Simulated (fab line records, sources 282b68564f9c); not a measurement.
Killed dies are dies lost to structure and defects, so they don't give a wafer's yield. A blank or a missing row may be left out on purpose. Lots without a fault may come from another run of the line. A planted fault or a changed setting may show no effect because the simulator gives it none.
fab line records | flow rit_cmos
record lots=6 wafers=18 last_day=6
route steps=202 shown ACTIVE@11 FOX1@20 FOX2@23 NWELL@28 PWELL@39 WELLDRIVE@50 SILICIDE@161 M1@202
lots that met no fault: from a run of the same line without faults
start_h: hours from the record's first day to the start of the lot's first wafer shown | wait_h: hours since the lot's step before | " the same as in the row above | L1.1+2: a row that stands for several wafers | - no value, or no start given | * or withheld: withheld | < > ~ a bound
route shown NAME@n: a module of which the file shows steps, and the number in the route of the first | usual: mean/standard deviation of fault-free wafers | same: alike in all rows | chamber/n: place in a boat | sites: the reading at each site | _std_site: their standard deviation | _edge_site: outer sites' mean less inner sites' | radius_mm: how far each site lies from the wafer's centre | mask NAME#n: copy n | behind: the tool/chamber that last shaped the wafer | hold: why the lot was held/for how many hours/how that ended | device: the transistor (n, p or np) that didn't switch | end of line: the same wafers' tests at the end of the route | a step without rows: its recipe alone | killed: dies lost to structure and defects at the first sort, not the wafer's yield | map: a wafer's dies, x killed, . not, _ none there
set.NAME: the setting as run; set.NAME@STEP: as run at that earlier step | model.NAME: the simulator's own value behind a step, which no gauge read
lots at some steps of the route; a table a step, a row a wafer
services: from which hour (start_h, from the record's first day; less than 0 if before it) a tool's chamber was out of use, for how many hours, and why
## steps
# step RIT_ACTIVE_DEVELOP_10
# recipe resist=NOVOLAK develop_time_s=50 dev_temp_c=23
# step RIT_ACTIVE_CD_MEAS_11
# recipe target_cd_nm=1400
# usual cd_nm=1400.2/2.3
# columns lot.wafer tool chamber start_h wait_h cd_nm
L535.1 cd_sem-02 - 14.56 - 1398.0
L535.2 " - " " 1399.3
L535.6 " - " " 1398.4
L538.1 cd_sem-01 - 29.56 - 1398.1
L538.4 " - " " 1399.4
L538.6 " - " " 1397.6
L543.1 cd_sem-02 - 55.30 - 1402.3
L543.2 " - " " 1401.3
L543.5 " - " " 1400.5
L547.1 cd_sem-02 - 74.56 - 1397.7
L547.4 " - " " 1396.5
L547.5 " - " " 1396.9
L553.2 cd_sem-02 - 104.46 - 1397.5
L553.4 " - " " 1395.8
L553.5 " - " " 1397.8
L554.3 cd_sem-01 - 109.60 - 1399.3
L554.5 " - " " 1397.3
L554.6 " - " " 1398.7
# step RIT_ACTIVE_HARDBAKE_12
# recipe resist=NOVOLAK temp_c=140 time_s=60
# step RIT_ACTIVE_ETCH_13
# recipe stop_on=SiO2 chemistry=SF6 target=Si3N4 time_s=210 over_etch_frac=0.4 SF6_flow_sccm=200 pressure_mtorr=260 rf_w=125 target_depth_a=2100
# usual drypump_motor_current_A=5.8/0.49 oes_product_au=0.830/0.015 throttle_valve_pct=7.46/0.11
# same time_s=210
# columns lot.wafer tool chamber start_h wait_h drypump_motor_current_A oes_product_au rf_hours_counter_h throttle_valve_pct
L535.1 rie_diel-03 3 14.83 0.1 5.9 0.838 131 7.27
L535.2 " 1 " " 5.4 0.839 12 7.46
L535.6 " 0 " " 5.1 0.828 - 7.51
L538.1 rie_diel-01 3 29.83 0.1 5.5 0.817 47 7.46
L538.4 " 1 " " 5.3 0.819 128 7.57
L538.6 " 2 " " 5.4 0.828 - 7.30
L543.1 rie_diel-02 1 55.57 0.1 5.7 0.853 140 7.47
L543.2 " 0 " " 5.3 0.824 30 7.59
L543.5 " 3 " " 6.4 0.821 - 7.64
L547.1 rie_diel-01 2 74.83 0.1 5.5 0.840 2 7.31
L547.4 " 1 " " 5.3 0.840 129 7.56
L547.5 " 2 " " 5.4 0.838 - 7.30
L553.2 rie_diel-01 1 104.71 0.1 5.3 0.838 129 7.58
L553.4 " 3 " " 5.5 0.820 48 7.46
L553.5 " 1 " " 5.3 0.838 - 7.58
L554.3 rie_diel-02 0 109.83 0.1 5.3 0.820 31 7.60
L554.5 " 0 " " 5.3 0.825 - 7.61
L554.6 " 2 " " 6.4 0.843 - 7.41
# step RIT_ACTIVE_STRIP_14
# recipe chemistry=O2 time_s=180 resist=NOVOLAK platen_temp_c=withheld power_w=500 pressure_mtorr=4000 o2_flow_sccm=4000
# usual drypump_motor_current_A=6.0/0.49
# same time_s=180
# columns lot.wafer tool chamber start_h wait_h drypump_motor_current_A rf_hours_counter_h
L535.1 plasma_asher-01 1 14.97 0.1 6.0 34
L535.2 " 0 " " 6.1 34
L535.6 " 1 " " 6.0 -
L538.1 plasma_asher-03 0 29.97 0.1 6.3 42
L538.4 " 1 " " 5.8 -
L538.6 " 0 " " 6.3 -
L543.1 plasma_asher-03 1 55.70 0.1 5.8 44
L543.2 " 0 " " 6.4 44
L543.5 " 1 " " 5.8 -
L547.1 plasma_asher-02 0 74.97 0.1 6.8 39
L547.4 " 1 " " 4.9 -
L547.5 " 1 " " 4.9 -
L553.2 plasma_asher-01 1 104.84 0.1 6.0 45
L553.4 " 1 " " 6.0 -
L553.5 " 1 " " 6.0 -
L554.3 plasma_asher-02 0 110.03 0.1 6.8 -
L554.5 " 1 " " 4.9 -
L554.6 " 0 " " 6.8 -
# step RIT_ACTIVE_CD_MEAS_90
# recipe target_cd_nm=1400
# usual cd_nm=1400.2/2.4
# columns lot.wafer tool chamber start_h wait_h cd_nm
L535.1 cd_sem-01 - 15.14 0.1 1397.6
L535.2 " - " " 1399.4
L535.6 " - " " 1398.2
L538.1 cd_sem-01 - 30.14 0.1 1397.5
L538.4 " - " " 1399.2
L538.6 " - " " 1397.8
L543.1 cd_sem-02 - 55.88 0.1 1402.1
L543.2 " - " " 1401.3
L543.5 " - " " 1400.9
L547.1 cd_sem-02 - 75.14 0.1 1397.5
L547.4 " - " " 1396.3
L547.5 " - " " 1396.7
L553.2 cd_sem-02 - 105.04 0.1 1398.1
L553.4 " - " " 1396.1
L553.5 " - " " 1397.9
L554.3 cd_sem-01 - 110.18 0.1 1399.4
L554.5 " - " " 1396.8
L554.6 " - " " 1398.3
# step RIT_ACTIVE_CLEAN_15
# recipe chemistry=SC1 mix=3:3:50 time_s=600 temp_c=75
# step RIT_ACTIVE_CLEAN_16
# recipe chemistry=dHF dilution=50:1 time_s=30
# step RIT_ACTIVE_CLEAN_17
# recipe chemistry=SC2 mix=3:3:50 time_s=600 temp_c=75 dry=n2_spin
# step RIT_FOX1_OXIDATION_00
# recipe temp_c=1100 ambient=H2O target_thk_a=3507 p_h2o_torr=720 ox_time_s=1130
# step RIT_FOX1_THK_MEAS_01
# recipe reads=SiO2_of_FOX1_OXIDATION_00
# usual FOX1_OXIDE_THK=348/8
# columns lot.wafer tool chamber start_h wait_h FOX1_OXIDE_THK[nm]
L535.1 film_metro-04 - 17.20 0.0 356
L535.2 " - " " 355
L535.6 " - " " 364
L538.1 film_metro-02 - 32.54 0.0 346
L538.4 " - " " 342
L538.6 " - " " 349
L543.1 film_metro-03 - 58.55 0.0 344
L543.2 " - " " 342
L543.5 " - " " 347
L547.1 film_metro-04 - 76.98 0.0 350
L547.4 " - " " 346
L547.5 " - " " 349
L553.2 film_metro-04 - 106.83 0.0 352
L553.4 " - " " 339
L553.5 " - " " 347
L554.3 film_metro-04 - 112.25 0.0 357
L554.5 " - " " 361
L554.6 " - " " 358
# step RIT_FOX1_WET_ETCH_02
# recipe chemistry=BOE target_depth_nm=350 time_s=390 temp_c=21.5 dry=n2_spin dilution=10:1 target=SiO2
# step RIT_FOX2_OXIDATION_00
# recipe temp_c=1100 ambient=H2O target_thk_a=3507 p_h2o_torr=720 ox_time_s=1130
# usual spike_tc_centre_C=1102.8/1.2 spike_tc_load_C=1128/3 spike_tc_source_C=1123.8/3 tube_center_temp_C=1100/0.099 tube_center_temp_C_max=1102.8/0.46 zone_power_source_pct=44.6/2.6
# columns lot.wafer tool chamber start_h wait_h spike_tc_centre_C spike_tc_load_C spike_tc_source_C tube_center_temp_C tube_center_temp_C_max zone_power_source_pct model.SiO2_of_FOX2_OXIDATION_00.thk_nm
L535.1 furnace-03 0 17.39 0.0 1105.3 1124 1125.9 1099.9 1102.4 42.6 325.6
L535.2 " 0 " " 1104.7 1126 1127.2 1099.9 1102.3 42.3 327
L535.6 " 0 " " 1104.5 1125 1124.7 1100.1 1103.7 42.9 329.1
L538.1 furnace-02 0 32.74 0.0 1102.3 1132 1119.5 1100.1 1102.8 47.2 361.1
L538.4 " 0 " " 1103.4 1132 1120.5 1100 1102.5 47.6 363.7
L538.6 " 0 " " 1100.9 1131 1120.7 1100 1102.4 47.2 363.3
L543.1 furnace-03 0 58.74 0.0 1135.9 1160 1159.0 1133.6 1136.5 45.8 415.4
L543.2 " 0 " " 1138.7 1160 1161.2 1133.3 1137.2 45.8 417.7
L543.5 " 0 " " 1136.0 1160 1158.8 1133.5 1136.7 46.0 411
L547.1 furnace-03 0 77.16 0.0 1136.7 1158 1159.6 1133.5 1136.0 46.0 399.8
L547.4 " 0 " " 1135.7 1159 1158.7 1133.5 1136.1 46.2 389.2
L547.5 " 0 " " 1136.9 1159 1159.3 1133.7 1136.7 46.0 394.9
L553.2 furnace-02 0 107.05 0.0 1102.2 1131 1122.3 1100.1 1103.7 47.2 357.7
L553.4 " 0 " " 1101.6 1132 1120.5 1100 1102.2 47.2 356.9
L553.5 " 0 " " 1099.8 1131 1120.7 1100 1102.1 48.3 354.3
L554.3 furnace-02 0 112.40 0.0 1100.9 1131 1118.5 1100 1102.7 48.3 351.2
L554.5 " 0 " " 1102.3 1131 1120.0 1100 1102.0 46.7 350
L554.6 " 0 " " 1102.5 1132 1119.1 1100.1 1102.9 47.4 348.2
# step RIT_FOX2_THK_MEAS_01
# recipe reads=SiO2_of_FOX2_OXIDATION_00
# usual FOX2_OXIDE_THK=351/7.9
# columns lot.wafer tool chamber start_h wait_h FOX2_OXIDE_THK[nm]
L535.1 film_metro-04 - 18.70 0.0 326
L535.2 " - " " 327
L535.6 " - " " 329
L538.1 film_metro-04 - 34.05 0.0 361
L538.4 " - " " 364
L538.6 " - " " 363
L543.1 film_metro-03 - 60.06 0.0 415
L543.2 " - " " 418
L543.5 " - " " 411
L547.1 film_metro-01 - 78.48 0.0 400
L547.4 " - " " 389
L547.5 " - " " 395
L553.2 film_metro-04 - 108.38 0.0 357
L553.4 " - " " 357
L553.5 " - " " 354
L554.3 film_metro-04 - 113.74 0.0 351
L554.5 " - " " 350
L554.6 " - " " 348
# step RIT_FOX2_CLEAN_02
# recipe chemistry=dHF dilution=50:1 time_s=180
# step RIT_FOX2_WET_ETCH_03
# recipe chemistry=H3PO4 target=Si3N4 target_depth_nm=195 temp_c=165 time_s=2700
# step RIT_FOX2_THK_MEAS_90
# recipe reads=SiO2_of_FOX2_OXIDATION_00
# usual FIELD_OXIDE_LEFT_1_THK=324/8
# columns lot.wafer tool chamber start_h wait_h FIELD_OXIDE_LEFT_1_THK[nm]
L535.1 film_metro-04 - 19.58 0.0 297
L535.2 " - " " 299
L535.6 " - " " 301
L538.1 film_metro-01 - 35.70 0.0 334
L538.4 " - " " 336
L538.6 " - " " 336
L543.1 film_metro-01 - 60.94 0.0 388
L543.2 " - " " 391
L543.5 " - " " 384
L547.1 film_metro-04 - 79.42 0.0 373
L547.4 " - " " 362
L547.5 " - " " 367
L553.2 film_metro-01 - 109.25 0.0 330
L553.4 " - " " 330
L553.5 " - " " 327
L554.3 film_metro-04 - 114.61 0.0 324
L554.5 " - " " 322
L554.6 " - " " 320
# step RIT_NWELL_HMDS_00
# recipe prime_time_s=60 prime_temp_c=140
# step RIT_NWELL_COAT_01
# recipe resist=NOVOLAK spin_rpm=2000 resist_thk_nm=1300
# step RIT_NWELL_SOFTBAKE_02
# recipe resist=NOVOLAK temp_c=90 time_s=60
# step RIT_NWELL_EXPOSE_03
# recipe mask_id=M2 na=0.57 target_cd_nm=43900 dose_mj=250
# step RIT_NWELL_PEB_04
# recipe resist=NOVOLAK temp_c=withheld time_s=withheld
# step RIT_NWELL_DEVELOP_05
# recipe resist=NOVOLAK develop_time_s=68 dev_temp_c=23
# step RIT_NWELL_OVL_MEAS_06
# usual NWELL_OVL=1.0/1.3
# columns lot.wafer tool chamber start_h wait_h NWELL_OVL[nm]
L535.1 overlay-01 - 20.52 - -0.1
L535.2 " - " " -0.6
L535.6 " - " " 0.2
L538.1 overlay-02 - 36.63 - 0.9
L538.4 " - " " 1.1
L538.6 " - " " 1.3
L543.1 overlay-02 - 62.32 - 0.6
L543.2 " - " " 1.4
L543.5 " - " " 1.4
L547.1 overlay-01 - 80.36 - 0.0
L547.4 " - " " 1.1
L547.5 " - " " -0.1
L553.2 overlay-01 - 110.19 - 2.3
L553.4 " - " " 2.9
L553.5 " - " " 0.2
L554.3 overlay-02 - 115.54 - 1.2
L554.5 " - " " 0.3
L554.6 " - " " 1.9
# step RIT_NWELL_HARDBAKE_07
# recipe resist=NOVOLAK temp_c=140 time_s=120
# step RIT_NWELL_IMPLANT_08
# recipe species=P energy_kev=170 dose_cm2=5e+13 tilt_deg=7
# step RIT_NWELL_STRIP_09
# recipe chemistry=O2 time_s=180 resist=NOVOLAK platen_temp_c=withheld power_w=500 pressure_mtorr=4000 o2_flow_sccm=4000
# usual drypump_motor_current_A=6.0/0.59
# same time_s=180
# columns lot.wafer tool chamber start_h wait_h drypump_motor_current_A rf_hours_counter_h
L535.1 plasma_asher-01 0 21.06 0.1 6.1 35
L535.2 " 1 " " 6.0 35
L535.6 " 1 " " 6.0 -
L538.1 plasma_asher-01 1 37.07 0.1 6.0 37
L538.4 " 0 " " 6.1 -
L538.6 " 0 " " 6.1 -
L543.1 plasma_asher-02 0 62.76 0.1 6.8 38
L543.2 " 1 " " 5.0 38
L543.5 " 1 " " 4.9 -
L547.1 plasma_asher-02 0 80.80 0.1 6.8 40
L547.4 " 0 " " 6.8 -
L547.5 " 0 " " 6.8 -
L553.2 plasma_asher-01 1 110.62 0.1 6.1 46
L553.4 " 1 " " 6.0 -
L553.5 " 1 " " 6.0 -
L554.3 plasma_asher-04 1 116.03 0.1 6.6 -
L554.5 " 0 " " 5.9 -
L554.6 " 1 " " 6.6 -
# step RIT_NWELL_TW_MEAS_10
# usual NWELL_TW=2144/20
# columns lot.wafer tool chamber start_h wait_h NWELL_TW
L535.1 film_metro-04 - 21.23 0.1 2182
L535.2 " - " " 2183
L535.6 " - " " 2183
L538.1 film_metro-01 - 37.25 0.1 2167
L538.4 " - " " 2166
L538.6 " - " " 2155
L543.1 film_metro-02 - 62.93 0.1 2131
L543.2 " - " " 2127
L543.5 " - " " 2125
L547.1 film_metro-02 - 80.97 0.1 2129
L547.4 " - " " 2126
L547.5 " - " " 2130
L553.2 film_metro-01 - 110.80 0.1 2172
L553.4 " - " " 2165
L553.5 " - " " 2167
L554.3 film_metro-02 - 116.16 0.1 2123
L554.5 " - " " 2116
L554.6 " - " " 2124
# step RIT_PWELL_HMDS_00
# recipe prime_time_s=60 prime_temp_c=140
# step RIT_PWELL_COAT_01
# recipe resist=NOVOLAK spin_rpm=2000 resist_thk_nm=1300
# step RIT_PWELL_SOFTBAKE_02
# recipe resist=NOVOLAK temp_c=90 time_s=60
# step RIT_PWELL_EXPOSE_03
# recipe mask_id=M3 na=0.57 target_cd_nm=43700 dose_mj=250
# step RIT_PWELL_PEB_04
# recipe resist=NOVOLAK temp_c=withheld time_s=withheld
# step RIT_PWELL_DEVELOP_05
# recipe resist=NOVOLAK develop_time_s=68 dev_temp_c=23
# step RIT_PWELL_OVL_MEAS_06
# usual PWELL_OVL=-1.0/1.5
# columns lot.wafer tool chamber start_h wait_h PWELL_OVL[nm]
L535.1 overlay-01 - 22.36 - -2.3
L535.2 " - " " -2.1
L535.6 " - " " -2.8
L538.1 overlay-02 - 38.19 - -3.7
L538.4 " - " " -3.6
L538.6 " - " " -3.7
L543.1 overlay-02 - 64.00 - 1.0
L543.2 " - " " 0.9
L543.5 " - " " 0.1
L547.1 overlay-01 - 82.06 - -0.9
L547.4 " - " " 0.0
L547.5 " - " " 0.8
L553.2 overlay-01 - 111.74 - -5.1
L553.4 " - " " -2.2
L553.5 " - " " -3.3
L554.3 overlay-02 - 117.12 - 0.1
L554.5 " - " " -0.2
L554.6 " - " " -0.2
# step RIT_PWELL_HARDBAKE_07
# recipe resist=NOVOLAK temp_c=140 time_s=120
# step RIT_PWELL_IMPLANT_08
# recipe species=B energy_kev=170 dose_cm2=7e+13 tilt_deg=7
# step RIT_PWELL_STRIP_09
# recipe chemistry=O2 time_s=180 resist=NOVOLAK platen_temp_c=withheld power_w=500 pressure_mtorr=4000 o2_flow_sccm=4000
# usual drypump_motor_current_A=6.11/0.27
# same time_s=180
# columns lot.wafer tool chamber start_h wait_h drypump_motor_current_A rf_hours_counter_h
L535.1 plasma_asher-03 1 22.80 0.1 5.78 41
L535.2 " 0 " " 6.35 41
L535.6 " 0 " " 6.35 -
L538.1 plasma_asher-01 1 38.62 0.1 6.00 37
L538.4 " 1 " " 6.02 -
L538.6 " 0 " " 6.10 -
L543.1 plasma_asher-01 1 64.43 0.1 6.03 40
L543.2 " 0 " " 6.09 40
L543.5 " 1 " " 6.02 -
L547.1 plasma_asher-01 1 82.50 0.1 6.01 42
L547.4 " 1 " " 6.04 -
L547.5 " 1 " " 6.03 -
L553.2 plasma_asher-04 0 112.22 0.1 5.91 31
L553.4 " 0 " " 5.90 -
L553.5 " 1 " " 6.58 -
L554.3 plasma_asher-01 0 117.61 0.1 6.11 -
L554.5 " 0 " " 6.10 -
L554.6 " 1 " " 6.00 -
# step RIT_PWELL_TW_MEAS_10
# usual PWELL_TW=957/8.5
# columns lot.wafer tool chamber start_h wait_h PWELL_TW
L535.1 film_metro-01 - 22.97 0.1 959
L535.2 " - " " 963
L535.6 " - " " 962
L538.1 film_metro-04 - 38.80 0.1 966
L538.4 " - " " 963
L538.6 " - " " 968
L543.1 film_metro-02 - 64.61 0.1 939
L543.2 " - " " 938
L543.5 " - " " 942
L547.1 film_metro-01 - 82.67 0.1 959
L547.4 " - " " 956
L547.5 " - " " 960
L553.2 film_metro-01 - 112.40 0.1 961
L553.4 " - " " 954
L553.5 " - " " 961
L554.3 film_metro-04 - 117.74 0.1 948
L554.5 " - " " 953
L554.6 " - " " 950
# step RIT_WELLDRIVE_ANNEAL_00
# recipe temp_c=1100 time_s=14700 ambient=N2
# step RIT_WELLDRIVE_RS_MEAS_01
# recipe thk_meas_gauge=four-point-probe
# usual NWELL_RS=275.5/0.82
# columns lot.wafer tool chamber start_h wait_h NWELL_RS[ohm/sq]
L535.1 film_metro-04 - 28.58 0.0 276.7
L535.2 " - " " 276.8
L535.6 " - " " 276.7
L538.1 film_metro-04 - 44.78 0.0 273.9
L538.4 " - " " 274.6
L538.6 " - " " 274.2
L543.1 film_metro-04 - 69.75 0.0 275.4
L543.2 " - " " 275.7
L543.5 " - " " 275.0
L547.1 film_metro-02 - 87.87 0.0 276.1
L547.4 " - " " 275.6
L547.5 " - " " 276.4
L553.2 film_metro-02 - 117.55 0.0 275.0
L553.4 " - " " 274.4
L553.5 " - " " 274.5
L554.3 film_metro-02 - 122.91 0.0 276.4
L554.5 " - " " 276.2
L554.6 " - " " 275.5
# step RIT_WELLDRIVE_RS_MEAS_02
# recipe thk_meas_gauge=four-point-probe
# usual PWELL_RS=429.6/1.2
# columns lot.wafer tool chamber start_h wait_h PWELL_RS[ohm/sq]
L535.1 film_metro-04 - 28.70 0.1 429.1
L535.2 " - " " 427.2
L535.6 " - " " 428.0
L538.1 film_metro-04 - 44.90 0.1 427.3
L538.4 " - " " 429.2
L538.6 " - " " 429.6
L543.1 film_metro-04 - 69.87 0.1 430.3
L543.2 " - " " 430.5
L543.5 " - " " 430.6
L547.1 film_metro-02 - 87.99 0.1 429.7
L547.4 " - " " 430.2
L547.5 " - " " 431.1
L553.2 film_metro-02 - 117.67 0.1 428.4
L553.4 " - " " 429.7
L553.5 " - " " 428.8
L554.3 film_metro-02 - 123.03 0.1 431.5
L554.5 " - " " 431.5
L554.6 " - " " 431.7
# step RIT_FOX2_THK_MEAS_91
# recipe reads=SiO2_of_FOX2_OXIDATION_00
# usual FIELD_OXIDE_LEFT_2_THK=256/7.9
# columns lot.wafer tool chamber start_h wait_h FIELD_OXIDE_LEFT_2_THK[nm]
L535.1 film_metro-01 - 32.48 0.0 230
L535.2 " - " " 231
L535.6 " - " " 233
L538.1 film_metro-01 - 48.55 0.0 266
L538.4 " - " " 268
L538.6 " - " " 268
L543.1 film_metro-04 - 73.65 0.0 320
L543.2 " - " " 322
L543.5 " - " " 315
L547.1 film_metro-03 - 91.79 0.0 306
L547.4 " - " " 295
L547.5 " - " " 300
L553.2 film_metro-04 - 121.52 0.0 262
L553.4 " - " " 261
L553.5 " - " " 258
L554.3 film_metro-03 - 126.81 0.0 256
L554.5 " - " " 254
L554.6 " - " " 253
# step RIT_SILICIDE_WET_ETCH_00
# recipe chemistry=BOE target=SiO2 target_depth_nm=14 time_s=15 dry=n2_spin dilution=10:1 temp_c=21.5
# same time_s=15
# columns lot.wafer tool chamber start_h wait_h model.SiO2_of_FOX2_OXIDATION_00.thk_nm
L535.1 wet_bench-03 0 50.76 0.1 124.7
L535.2 " 0 " " 125.4
L535.6 " 0 " " 128.7
L538.1 wet_bench-02 3 68.72 0.1 161.2
L538.4 " 3 " " 163.6
L538.6 " 3 " " 164.4
L543.1 wet_bench-02 3 90.78 0.1 214.6
L543.2 " 3 " " 216.4
L543.5 " 3 " " 211
L547.1 wet_bench-02 1 109.73 0.1 200.8
L547.4 " 1 " " 189.6
L547.5 " 1 " " 195.3
L553.2 wet_bench-01 2 139.50 0.1 157.2
L553.4 " 2 " " 156.1
L553.5 " 2 " " 153.6
L554.3+5 wet_bench-01 0 146.13 0.1 150.9
L554.6 " 0 " " 148.6
# step RIT_M1_PROBE_99
# usual killed_at_front_end=6.5/3 killed_dies=7/3 killed_on_rim=1.8/1.5 killed_open=3.2/2 killed_short=3.2/1.9
# same gross_dies=264 killed_at_M0_to_M3=0 killed_at_M4_up=0 killed_at_back_side=0 killed_at_contacts=0 killed_at_other=0
# columns lot.wafer tool chamber start_h wait_h killed_at_front_end killed_dies killed_on_rim killed_open killed_short model.etest.pldd.width_nm model.etest.nldd.width_nm model.etest.pplus_sal.width_nm model.etest.nplus_sal.width_nm model.etest.pwell.rs_ohm_sq model.etest.nmos_narrow.drive_ua_um model.etest.field_n.vt_v model.etest.pmos_narrow.drive_ua_um
L535.1 prober-01 - 58.82 0.1 4 4 0 3 1 3189 3182 3460 3450 409.3 212.3 31.24 95.31
L535.2 prober-01 - 58.87 0.1 6 6 3 2 4 3189 3189 3455 3447 405.6 218.5 31.41 97.97
L535.6 prober-01 - 59.07 0.2 7 7 4 3 4 3177 3179 3428 3449 410.2 218.3 31.8 99.32
L538.1 prober-02 - 75.49 0.1 4 4 1 1 3 3138 3154 3439 3447 413.6 222.3 36.27 97.61
L538.4 prober-02 - 75.64 0.2 3 3 2 2 1 3152 3152 3442 3465 424.4 211 36.44 91.98
L538.6 prober-02 - 75.74 0.2 7 7 2 3 4 3164 3166 3441 3424 418.9 208.6 36.44 91.79
L543.1 prober-01 - 98.67 0.1 8 8 5 4 4 3078 3083 3396 3406 428.7 209.1 42.76 91.01
L543.2 prober-01 - 98.72 0.1 7 7 2 5 2 3079 3084 3400 3406 436.5 211.2 42.95 90.06
L543.5 prober-01 - 98.87 0.2 7 7 1 5 2 3076 3080 3383 3367 430.6 213.6 42.25 91.35
L547.1 prober-01 - 116.68 0.1 9 9 2 5 4 3092 3079 3417 3389 430.1 208.5 41.14 91.83
L547.4 prober-01 - 116.83 0.2 5 5 2 3 2 3104 3108 3423 3402 428.8 217.9 39.82 95.07
L547.5 prober-01 - 116.88 0.2 4 4 2 3 1 3085 3076 3388 3397 429.8 212.1 40.47 93.49
L553.2 prober-01 - 146.88 0.1 15 15 2 9 5 3182 3169 3449 3459 414 219.1 35.73 102.6
L553.4 prober-01 - 146.98 0.2 5 5 1 4 1 3182 3183 3455 3474 409.2 220.1 35.57 101.8
L553.5 prober-01 - 147.03 0.2 5 5 2 2 3 3178 3173 3438 3437 416.4 220.3 35.31 102.7
L554.3 prober-02 - 153.18 0.2 7 7 1 5 2 3169 3178 3441 3457 421.9 243.7 34.74 108.8
L554.5 prober-02 - 153.28 0.2 7 7 5 4 3 3165 3156 3405 3425 418.9 241.5 34.56 109.8
L554.6 prober-02 - 153.33 0.2 7 7 1 3 4 3151 3172 3438 3414 417.2 238.8 34.4 105.7
# killed by level:class
L535.1 SILICIDE:geometric_particle:open=2 REOX:geometric_particle:short=1 SPACER:geometric_particle:open=1
L535.2 SILICIDE:geometric_particle:short=2 FOX1:geometric_particle:short=1 GATE:geometric_particle:short=1 SPACER:geometric_particle:open=1 SILICIDE:geometric_particle:open=1
L535.6 FOX2:geometric_particle:short=3 FOX1:geometric_particle:open=1 FOX1:geometric_particle:short=1 FOX2:geometric_particle:open=1 GATE:geometric_particle:open=1
L538.1 GATE:geometric_particle:short=2 GATE:geometric_particle:open=1 REOX:geometric_particle:short=1
L538.4 GATE:geometric_particle:short=1 GATE:geometric_particle:open=1 SILICIDE:geometric_particle:open=1
L538.6 ACTIVE:geometric_particle:open=1 FOX1:geometric_particle:short=1 FOX1:geometric_particle:open=1 GATE:geometric_particle:short=1 REOX:geometric_particle:open=1 REOX:geometric_particle:short=1 SILICIDE:geometric_particle:short=1
L543.1 GATE:geometric_particle:open=3 GATE:geometric_particle:short=3 FOX2:geometric_particle:open=1 SILICIDE:geometric_particle:short=1
L543.2 GATE:geometric_particle:short=2 GATE:geometric_particle:open=2 SPACER:geometric_particle:open=2 FOX1:geometric_particle:open=1
L543.5 REOX:geometric_particle:open=2 FOX1:geometric_particle:open=1 GATE:geometric_particle:open=1 REOX:geometric_particle:short=1 SILICIDE:geometric_particle:open=1 SILICIDE:geometric_particle:short=1
L547.1 REOX:geometric_particle:open=3 REOX:geometric_particle:short=2 GATE:geometric_particle:open=1 GATE:geometric_particle:short=1 SPACER:geometric_particle:open=1 SPACER:geometric_particle:short=1
L547.4 GATE:geometric_particle:short=2 GATE:geometric_particle:open=1 REOX:geometric_particle:open=1 SPACER:geometric_particle:open=1
L547.5 GATE:geometric_particle:short=1 GATE:geometric_particle:open=1 REOX:geometric_particle:open=1 SILICIDE:geometric_particle:open=1
L553.2 FOX1:geometric_particle:open=4 GATE:geometric_particle:open=3 FOX1:geometric_particle:short=2 GATE:geometric_particle:short=2 ACTIVE:geometric_particle:open=1 REOX:geometric_particle:short=1 SILICIDE:geometric_particle:open=1 NWELL:coat_microbubble_printed=1
L553.4 GATE:geometric_particle:open=3 FOX1:geometric_particle:open=1 FOX1:geometric_particle:short=1
L553.5 REOX:geometric_particle:short=2 GATE:geometric_particle:short=1 GATE:geometric_particle:open=1 REOX:geometric_particle:open=1
L554.3 ACTIVE:geometric_particle:open=1 FOX2:geometric_particle:open=1 GATE:geometric_particle:short=1 REOX:geometric_particle:open=1 SPACER:geometric_particle:open=1 SPACER:geometric_particle:short=1 SILICIDE:geometric_particle:open=1
L554.5 GATE:geometric_particle:short=2 FOX1:geometric_particle:open=1 FOX1:geometric_particle:short=1 REOX:geometric_particle:open=1 SPACER:geometric_particle:open=1 SILICIDE:geometric_particle:open=1
L554.6 SPACER:geometric_particle:open=2 FOX2:geometric_particle:short=1 GATE:geometric_particle:short=1 GATE:geometric_particle:open=1 SPACER:geometric_particle:short=1 SILICIDE:geometric_particle:short=1
## services
# columns tool chamber start_h hours kind
plasma_asher-04 - -7.38 0.7 repair
furnace-02 - 2.12 3.5 pm
furnace-02 - 14.38 1.5 repair
rie_diel-02 0 35.11 6.2 repair
plasma_asher-02 - 50.39 3.1 repair
rie_diel-01 2 63.80 7.4 repair
wet_bench-02 - 64.77 3.3 repair
plasma_asher-04 - 78.37 17.6 repair
rie_diel-02 3 83.26 - clean
rie_diel-02 3 83.26 29.2 scheduled_down
rie_diel-02 3 83.26 29.2 vent_cycle
rie_diel-03 - 90.50 2.8 pm
rie_diel-03 - 94.52 0.1 repair
plasma_asher-03 - 108.75 9.0 pm
plasma_asher-03 0 108.75 9.0 vent_cycle
plasma_asher-03 1 108.75 9.0 vent_cycle
plasma_asher-02 - 111.69 0.8 repair
rie_diel-03 3 116.70 11.5 repair
plasma_asher-03 0 117.75 - clean
plasma_asher-03 1 117.75 - clean
plasma_asher-01 - 122.12 4.2 pm
## key
first_sign step=RIT_FOX2_OXIDATION_00 reading=tube_center_temp_C direction=up sigmas=99+ usual=* struck=*
effect step=RIT_FOX2_OXIDATION_00 reading=tube_center_temp_C_max direction=up sigmas=73 usual=* struck=*
effect step=RIT_FOX2_THK_MEAS_01 reading=FOX2_OXIDE_THK direction=up sigmas=6.7 usual=351 struck=405
effect step=RIT_FOX2_THK_MEAS_90 reading=FIELD_OXIDE_LEFT_1_THK direction=up sigmas=6.7 usual=324 struck=377
effect step=RIT_FOX2_THK_MEAS_91 reading=FIELD_OXIDE_LEFT_2_THK direction=up sigmas=6.8 usual=256 struck=310
model_effect step=RIT_FOX2_OXIDATION_00 value=SiO2_of_FOX2_OXIDATION_00.thk_nm without=353 struck=404.7
model_effect step=RIT_SILICIDE_WET_ETCH_00 value=SiO2_of_FOX2_OXIDATION_00.thk_nm without=152.9 struck=204.6
model_effect step=RIT_M1_PROBE_99 value=etest.pldd.width_nm without=3160 struck=3086
met_at RIT_FOX2_OXIDATION_00
struck_wafers L543.1,L543.2,L543.5,L547.1,L547.4,L547.5
tester_left_out L543,L547
onset_between 17.39 58.74
fault kind=process_parameter_drift tool=furnace-03 chamber=- onset_h=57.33 steps=RIT_FOX2_OXIDATION_00 channel=temp_c offset=* shape=step end_h=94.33 acts_in=* stated=*
# tester_left_out: of these lots the tester's yield and bins aren't shown, on N5 and GAA mostly nor the transistor test; their killed dies are dies lost to structure and defects alone, not to doping, threshold or leakage, so they don't give the yield
